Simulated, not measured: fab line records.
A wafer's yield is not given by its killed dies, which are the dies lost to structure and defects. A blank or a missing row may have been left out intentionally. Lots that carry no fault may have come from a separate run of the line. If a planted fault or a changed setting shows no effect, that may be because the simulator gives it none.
Which tool was responsible? + flow rit cmos + 13 lots, 39 wafers sampled, at 6 steps of a route of 202

WHAT EACH GAUGE READ, for each wafer
RIT_PRETRO_OVL_MEAS_06. Usual: for PRETRO_OVL the level is 0.2 nm and the standard deviation is 1.4.
| lot  | measured    | on         | PRETRO_OVL (nm) | flag |
|------|-------------|------------|-----------------|------|
| L706 | day 2 08:11 | overlay-02 | -1.3 -1.5 -2.3  |      |
| L707 | day 2 14:31 | overlay-01 | -1.1 -2.2 -0.7  |      |
| L708 | day 2 18:40 | overlay-01 | 1.6 1.7 -0.2    |      |
| L709 | day 2 22:28 | overlay-02 | 1.1 2.6 2.7     |      |
| L712 | day 3 15:53 | overlay-01 | 1.2 1.9 -0.5    |      |
| L713 | day 3 19:04 | overlay-02 | 0.3 -0.4 -1.2   |      |
| L714 | day 4 02:56 | overlay-02 | -0.5 -0.5 0.0   |      |
| L715 | day 4 05:59 | overlay-02 | 1.8 0.7 1.3     |      |
| L716 | day 4 10:12 | overlay-02 | 1.7 1.9 1.5     |      |
| L718 | day 4 23:41 | overlay-01 | -0.4 -2.2 -1.8  |      |
| L720 | day 5 07:03 | overlay-02 | 0.9 1.0 -0.1    |      |
| L721 | day 5 12:49 | overlay-02 | - - -           | OFF  |
| L729 | day 7 01:22 | overlay-01 | 1.7 0.8 0.6     |      |

RIT_PRETRO_TW_MEAS_10. Usual: for PRETRO_TW the level is 471 and the standard deviation is 3.2.
| lot  | measured    | on            | PRETRO_TW   | flag |
|------|-------------|---------------|-------------|------|
| L706 | day 2 08:47 | film metro-02 | 473 475 473 |      |
| L707 | day 2 15:08 | film metro-02 | 473 475 475 |      |
| L708 | day 2 19:17 | film metro-04 | 479 475 477 |      |
| L709 | day 2 23:05 | film metro-02 | 472 475 476 |      |
| L712 | day 3 16:31 | film metro-04 | 470 473 472 |      |
| L713 | day 3 19:40 | film metro-04 | 474 469 474 |      |
| L714 | day 4 03:33 | film metro-03 | 464 466 468 |      |
| L715 | day 4 06:36 | film metro-04 | 473 475 474 |      |
| L716 | day 4 10:49 | film metro-02 | 471 472 473 |      |
| L718 | day 5 00:19 | film metro-04 | 476 475 472 |      |
| L720 | day 5 07:41 | film metro-02 | 474 473 474 |      |
| L721 | day 5 13:25 | film metro-03 | 30 29 30    | OFF  |
| L729 | day 7 01:59 | film metro-03 | 468 469 470 |      |

RIT_M1_OVL_MEAS_10. Usual: for M1_OVL the level is 0.8 nm and the standard deviation is 1.3.
| lot  | measured    | on         | M1_OVL (nm)   | flag |
|------|-------------|------------|---------------|------|
| L706 | day 3 07:01 | overlay-01 | 3.0 0.3 -1.1  |      |
| L707 | day 3 13:39 | overlay-02 | -0.8 -0.8 0.8 |      |
| L708 | day 3 18:28 | overlay-01 | -0.6 -0.1 0.4 |      |
| L709 | day 4 01:41 | overlay-02 | 2.9 0.8 2.1   |      |
| L712 | day 4 16:00 | overlay-01 | 1.9 3.1 2.4   |      |
| L713 | day 4 22:44 | overlay-01 | -0.3 -0.3 1.0 |      |
| L714 | day 5 03:43 | overlay-02 | -0.1 -0.3 2.4 |      |
| L715 | day 5 06:11 | overlay-02 | 0.0 0.2 0.4   |      |
| L716 | day 5 11:01 | overlay-01 | -0.8 0.6 0.2  |      |
| L718 | day 6 02:48 | overlay-01 | -1.6 3.1 1.0  |      |
| L720 | day 6 08:02 | overlay-02 | -0.1 2.0 1.4  |      |
| L721 | day 6 11:39 | overlay-01 | -0.1 1.2 1.3  |      |
| L729 | day 8 01:20 | overlay-01 | 0.2 2.1 1.5   |      |

RIT_M1_BOW_MEAS_16. Usual: for M1_BOW the level is 17 um and the standard deviation is 6.9.
| lot  | measured    | on            | M1_BOW (um) | flag |
|------|-------------|---------------|-------------|------|
| L706 | day 3 09:26 | film metro-04 | 15 10 15    |      |
| L707 | day 3 16:07 | film metro-01 | 31 20 21    |      |
| L708 | day 3 21:56 | film metro-01 | 19 20 4     |      |
| L709 | day 4 04:23 | film metro-04 | 20 28 18    |      |
| L712 | day 4 22:16 | film metro-03 | 15 20 23    |      |
| L713 | day 5 02:23 | film metro-03 | 14 20 14    |      |
| L714 | day 5 06:08 | film metro-01 | 20 31 10    |      |
| L715 | day 5 08:52 | film metro-01 | -4 25 14    |      |
| L716 | day 5 14:22 | film metro-04 | 2 20 18     |      |
| L718 | day 6 05:13 | film metro-04 | 17 10 16    |      |
| L720 | day 6 10:30 | film metro-04 | 20 10 13    |      |
| L721 | day 6 14:50 | film metro-01 | 20 21 14    |      |
| L729 | day 8 05:11 | film metro-01 | 4 16 28     |      |

TOOL THAT RAN EACH LOT (tool first, then ch and the chambers of the sampled wafers, then the start)
| lot  | RIT_PRETRO_EXPOSE_03               | RIT_M1_SPUTTER_00           |
|------|------------------------------------|-----------------------------|
| L706 | iline stepper-01 ch 0, day 2 07:35 | pvd sputter-04, day 3 05:25 |
| L707 | iline stepper-01 ch 0, day 2 13:58 | pvd sputter-03, day 3 12:03 |
| L708 | iline stepper-02 ch 0, day 2 18:14 | pvd sputter-04, day 3 16:51 |
| L709 | iline stepper-01 ch 0, day 2 22:04 | pvd sputter-03, day 4 00:13 |
| L712 | iline stepper-02 ch 0, day 3 15:28 | pvd sputter-04, day 4 14:29 |
| L713 | iline stepper-01 ch 0, day 3 18:32 | pvd sputter-03, day 4 20:59 |
| L714 | iline stepper-02 ch 0, day 4 02:31 | pvd sputter-01, day 5 02:07 |
| L715 | iline stepper-01 ch 0, day 4 05:34 | pvd sputter-03, day 5 04:35 |
| L716 | iline stepper-02 ch 0, day 4 09:46 | pvd sputter-04, day 5 09:23 |
| L718 | iline stepper-01 ch 0, day 4 23:16 | pvd sputter-01, day 6 01:06 |
| L720 | iline stepper-02 ch 0, day 5 06:40 | pvd sputter-04, day 6 06:32 |
| L721 | iline stepper-01 ch 0, day 5 12:23 | pvd sputter-03, day 6 10:11 |
| L729 | iline stepper-01 ch 0, day 7 00:56 | pvd sputter-01, day 7 23:44 |
- RIT_PRETRO_EXPOSE_03: exposes mask M5, target cd 43700 nm.
- RIT_M1_SPUTTER_00: material Al, target thk 400 nm, time 475.9 s.

WHAT THE TOOLS THEMSELVES READ (means of the sampled wafers that have a number; where no wafer has one, the mark that the record gives instead)
RIT_PRETRO_EXPOSE_03. Usual: exposure dose mJ cm2 reads 249.97 (standard deviation 0.25).
| lot  | tool             | exposure dose mJ cm2 | flag |
|------|------------------|----------------------|------|
| L706 | iline stepper-01 | 250.13               |      |
| L707 | iline stepper-01 | 249.97               |      |
| L708 | iline stepper-02 | 249.84               |      |
| L709 | iline stepper-01 | 249.84               |      |
| L712 | iline stepper-02 | 249.95               |      |
| L713 | iline stepper-01 | 249.59               |      |
| L714 | iline stepper-02 | 249.87               |      |
| L715 | iline stepper-01 | 250.19               |      |
| L716 | iline stepper-02 | 250.43               |      |
| L718 | iline stepper-01 | 250.34               |      |
| L720 | iline stepper-02 | 250.05               |      |
| L721 | iline stepper-01 | 250.30               |      |
| L729 | iline stepper-01 | 249.86               |      |

RIT_M1_SPUTTER_00. Usual: throttle valve pct reads 30.0 % (standard deviation 0.89).
| lot  | tool           | throttle valve pct (%) | flag |
|------|----------------|------------------------|------|
| L706 | pvd sputter-04 | 30.8                   |      |
| L707 | pvd sputter-03 | 29.2                   |      |
| L708 | pvd sputter-04 | 30.9                   |      |
| L709 | pvd sputter-03 | 29.0                   |      |
| L712 | pvd sputter-04 | 30.2                   |      |
| L713 | pvd sputter-03 | 29.2                   |      |
| L714 | pvd sputter-01 | 30.3                   |      |
| L715 | pvd sputter-03 | 29.2                   |      |
| L716 | pvd sputter-04 | 30.5                   |      |
| L718 | pvd sputter-01 | 30.1                   |      |
| L720 | pvd sputter-04 | 30.4                   |      |
| L721 | pvd sputter-03 | 29.0                   |      |
| L729 | pvd sputter-01 | 30.3                   |      |

THE ANSWER, worked out from the rows above alone
Rule: a lot counts as off when the mean over its wafers that have a number is more than 3 standard deviations away from the usual mean. A lot without any number at a reading at which 4 lots or more have one is off too. Where the step has rows for the other lots, those lots are counted as sound. Order of review: gauges by route order, followed by the tools' own readings, for which a lot's mean as printed above is used. At the first step where some lot is off, the reading lying furthest off is the one used; lots without a number count as furthest.
Off: L721, seen at RIT_PRETRO_OVL_MEAS_06 (PRETRO_OVL). Without a number there: L721.
A tool fits if, at a process step before that reading, it ran every lot that is off, and no sound lot after the first of them. Not tried: the gauges at RIT_PRETRO_OVL_MEAS_06; whatever is off there is also off at RIT_PRETRO_TW_MEAS_10, on other tools, and gauge error can't account for it. Of those tried, none fits.

WHAT THE SIMULATOR PUT IN
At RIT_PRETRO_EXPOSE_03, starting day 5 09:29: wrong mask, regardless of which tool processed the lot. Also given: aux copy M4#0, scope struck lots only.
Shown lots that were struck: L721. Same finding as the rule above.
